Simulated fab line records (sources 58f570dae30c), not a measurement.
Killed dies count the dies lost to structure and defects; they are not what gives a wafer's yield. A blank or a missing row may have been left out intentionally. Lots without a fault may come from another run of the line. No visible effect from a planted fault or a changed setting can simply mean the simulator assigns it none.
Problem report in the 8D (eight disciplines) form, filled by code    flow berkeley_cmos170    the parts of the form that need people (team, actions taken, sign-off) are left out

1. WHAT WENT WRONG
M3_AL_RS at UCB170_M3_RS_MEAS_02 reads a mean of 0.02695 ohm/sq on 2 wafers of 1 lot; wafers without a fault read 0.03233 ohm/sq with a standard deviation of 0.0003. That is -18 standard deviations from the usual mean.
The step: measures by four-point-probe.
Seen first at day 15 05:01 on film_metro-02, wafer L194.4. The record has a number at this step for 39 wafers belonging to 13 lots. Rule for "out" (also "out of limits"): further than 4 standard deviations from the usual mean. Any other wafer with a number is counted as sound.

2. WHAT IT IS AND WHAT IT IS NOT
question                     is                 is not
which readings at this step  M3_AL_RS           -
which lots                   L194               L174, L175, L177, L178, L179, L180, L181, L182, L183, L185, L186, L196
which wafers of those lots   L194.4, L194.6     L194.2
read on which gauges         film_metro-02      film_metro-01, film_metro-03
when                         from day 15 05:01  up to then (34 sound wafers); but 3 sound wafers of L196 came after

3. WHAT RULES OUT EACH SUSPECT
Counting: a tool at a process step up to the reading stays a suspect if it ran every lot that is out. Sound lots after the first of them don't rule it out here, since some wafers of a struck lot are sound.
- the gauge at UCB170_M3_RS_MEAS_02 is ruled out. All the wafers that are out were read on film_metro-02, but those of them that UCB170_M3_METAL_ETCH_18 has rows for are out there too, on other tools.
- plasma_asher-02 at UCB170_ZERO_STRIP_07 (strips in O2): kept. It processed L194, the lot that is out, at day 6 04:35, and its most recent sound lot before then was L185 at day 4 10:59.
- pvd_sputter-03 at UCB170_M3_SPUTTER_01 (material Al, target thk 900 nm, time 120 s): kept. It processed L194, the lot that is out, at day 15 04:55, and its most recent sound lot before then was L186 at day 13 05:02.
Left after counting: plasma_asher-02 at UCB170_ZERO_STRIP_07, pvd_sputter-03 at UCB170_M3_SPUTTER_01.

4. THE CAUSE (what the simulator had put in)
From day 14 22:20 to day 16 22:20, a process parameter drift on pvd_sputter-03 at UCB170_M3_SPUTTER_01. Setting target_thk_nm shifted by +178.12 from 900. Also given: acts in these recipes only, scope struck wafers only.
2 suspects survive the count, and this tool is in that group.

5. THE EFFECT CHAIN, in route order
Rows list readings where the struck wafers' mean (over those with a number) sits beyond 3 standard deviations from the usual. Scope: only readings with a usual standard deviation given in the record; hours: median across lots of the time from each lot's start at the first step in this table that gives one to its start at this step; sigmas: change in usual standard deviations.
hours  step                     reading               usual           on struck wafers  change    sigmas
0      UCB170_M3_RS_MEAS_02     M3_AL_RS              0.03233 ohm/sq  0.02695           -0.00538  -18
0      UCB170_M3_THK_MEAS_03    M3_AL_THK             894 nm          1070              +176      +19
3      UCB170_M3_METAL_ETCH_18  oes_product_au        0.853 a.u.      0.933             +0.081    +5.8
4      UCB170_M3_PROBE_99       defect_limited_yield  98.6 %          60.2              -38.4     -58
4      UCB170_M3_PROBE_99       killed_at_M0_to_M3    0.9             101.0             +100.1    +99 or more
4      UCB170_M3_PROBE_99       killed_dies           3.6             105.0             +101.4    +60
4      UCB170_M3_PROBE_99       killed_on_rim         1.0             16.5              +15.5     +16
The process steps in it:
- UCB170_M3_METAL_ETCH_18: etches Al in Cl2/BCl3, stops on SiO2, target depth 1170 nm, time 195 s.
- UCB170_M3_PROBE_99

6. WHAT WOULD HAVE CAUGHT IT SOONER
Counted from the fault's start at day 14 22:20, it took 7 hours until the first out-of-limits reading at a measuring or inspecting step in this record, taken at day 15 05:01.
Tool readings at UCB170_M3_SPUTTER_01 with a usual standard deviation given in the record: none out on any struck wafer, hence no alarm at a limit of 4 standard deviations on them.
By day 15 05:01, every lot that is out (1) had started UCB170_M3_SPUTTER_01 on pvd_sputter-03. Holding the tool at that point would not have protected any of them.
